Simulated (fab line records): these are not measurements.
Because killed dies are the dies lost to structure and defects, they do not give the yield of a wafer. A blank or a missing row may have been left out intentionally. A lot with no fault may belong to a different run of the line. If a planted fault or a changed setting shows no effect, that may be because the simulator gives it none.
One fault through the eyes of 2 desks || flow berkeleyCmos170 || only its own numbers are on each desk; what lay behind them is given at the end

AT THE TOOL OWNER'S DESK: rieDiel-03
The tool's own readings at UCB170_CONTACT_ETCH_17 (etches BARC in N2/H2): means of the sampled wafers that have a number, for each lot that ran on this tool. Marked OUT: a lot whose mean sits more than 4 standard deviations from the usual mean, which makes it out of limits; the brackets give that distance.
Columns: A = drypumpMotorCurrentA at UCB170_CONTACT_ETCH_17, usual 5.9 A; B = oesProductAu at UCB170_CONTACT_ETCH_17, usual 1.006 a.u.; C = throttleValvePct at UCB170_CONTACT_ETCH_17, usual 13.36 %
{"lot": "L746", "first seen here": "day 10 12:53", "A": 5.6, "B": "1.290 (+14) OUT", "C": 13.35}
{"lot": "L743", "first seen here": "day 10 14:58", "A": 5.5, "B": "1.275 (+13) OUT", "C": 13.21}
{"lot": "L757", "first seen here": "day 13 12:31", "A": 6.3, "B": 1.007, "C": 13.09}
Finding of this desk: L743, L746 out of limits; the first was L746 at day 10 12:53, on oesProductAu at UCB170_CONTACT_ETCH_17. L757: within limits.

THE METROLOGY DESK
Means of the sampled wafers that have a number, per lot and without regard to the tool the lot ran on: this is what the gauges read. Marked OUT: a lot whose mean sits more than 4 standard deviations from the usual mean, which makes it out of limits; the brackets give that distance.
Columns: A = cdNm at UCB170_CONTACT_CD_MEAS_15, usual 700.0 nm; B = CONTACT_OVL at UCB170_CONTACT_OVL_MEAS_16, usual 1 nm
{"lot": "L737", "first seen here": "day 8 17:29", "A": 701.4, "B": 8}
{"lot": "L746", "first seen here": "day 10 12:44", "A": 699.8, "B": -7}
{"lot": "L743", "first seen here": "day 10 14:49", "A": 699.6, "B": -4}
{"lot": "L752", "first seen here": "day 12 11:56", "A": 700.7, "B": 1}
{"lot": "L750", "first seen here": "day 12 12:10", "A": 699.8, "B": -1}
{"lot": "L757", "first seen here": "day 13 12:22", "A": 704.0, "B": 2}
This desk found nothing out of limits on any of the 6 lots.

ALL TOGETHER
On L743, L746, at day 10 12:53, an alarm was possible from the tool owner's desk.
From the metrology desk's view, nothing was out of limits.
The metrology desk holds a record of L743, L746, inside its limits.
All the named lots went through UCB170_CONTACT_ETCH_17 on rieDiel-03.

WHAT THE SIMULATOR HAD INSERTED
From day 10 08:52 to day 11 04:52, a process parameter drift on rieDiel-03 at UCB170_CONTACT_ETCH_17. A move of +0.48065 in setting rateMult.
Lots struck among those shown: L743, L746.
Hours from the fault's start to each desk's first reading out of limits: the tool owner's desk, 4.
